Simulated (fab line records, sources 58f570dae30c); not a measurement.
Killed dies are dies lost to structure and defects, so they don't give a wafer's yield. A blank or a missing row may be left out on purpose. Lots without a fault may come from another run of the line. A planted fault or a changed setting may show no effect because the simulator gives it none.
Problem report in the 8D (eight disciplines) form, filled by code | flow berkeley_cmos170 | the parts of the form that need people (team, actions taken, sign-off) are left out

1. THE PROBLEM
oes_product_au at UCB170_NLDD_STRIP_10 reads a mean of 0.983 a.u. on 3 wafers of 1 lot; wafers without a fault read 0.734 a.u. with a standard deviation of 0.0046. That is +54 standard deviations from the usual mean.
The step: strips in O2.
First seen on wafer L882.4, day 8 06:52, on plasma_asher-03. The record holds 15 wafers of 5 lots with a number at this step. Rule for "out", or "out of limits": more than 4 standard deviations from the usual mean. The other wafers with a number count as sound.

2. WHAT IT IS AND WHAT IT IS NOT
question                    | is                     | is not
which readings at this step | oes_product_au         | drypump_motor_current_A
which lots                  | L882                   | L874, L891, L894, L895
which wafers of those lots  | all that have a number | -
read on which tools         | plasma_asher-03        | plasma_asher-01, plasma_asher-02
when                        | from day 8 06:52       | up to then (3 sound wafers); but 9 sound wafers of L891, L894, L895 came after

3. SUSPECTS, AND WHAT RULES EACH OUT
Counting: a tool at a process step up to the reading stays a suspect if it ran every lot that is out and no sound lot after the first of them.
- plasma_asher-03 at UCB170_NLDD_STRIP_10 (strips in O2): ruled out as a lasting fault. Sound lots L894 ran on it after its first lot that is out, L882 (day 8 06:52).
Left after counting: nothing in the record.

4. THE CAUSE (what the simulator had put in)
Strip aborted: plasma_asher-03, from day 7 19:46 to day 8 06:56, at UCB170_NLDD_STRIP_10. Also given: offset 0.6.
Counting ruled it out, wrongly.

5. THE CHAIN OF EFFECTS, in route order
Each row: a reading whose mean over the struck wafers that have a number lies more than 3 standard deviations from the usual. Only readings for which the record gives a usual standard deviation are gone through. hours: the time from each lot's start at the first step in this table that gives one to its start at this step, as a median over the lots. sigmas: the change in usual standard deviations.
hours | step                 | reading        | usual      | on struck wafers | change | sigmas
0     | UCB170_NLDD_STRIP_10 | oes_product_au | 0.734 a.u. | 0.983            | +0.249 | +54
The process steps in it:
- UCB170_NLDD_STRIP_10: strips in O2.
Readings that are blank on the struck wafers while sound wafers have them: strip_time_to_endpoint_s at UCB170_NLDD_STRIP_10.
Later measuring or inspecting steps at which every struck wafer that the step has a row for has a number for every such reading, and none has moved that far: UCB170_NLDD_TW_MEAS_11.

6. WHAT WOULD HAVE CAUGHT IT SOONER
In this record the first reading out of limits was taken at day 8 06:52, 11 hours after the fault began at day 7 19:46.
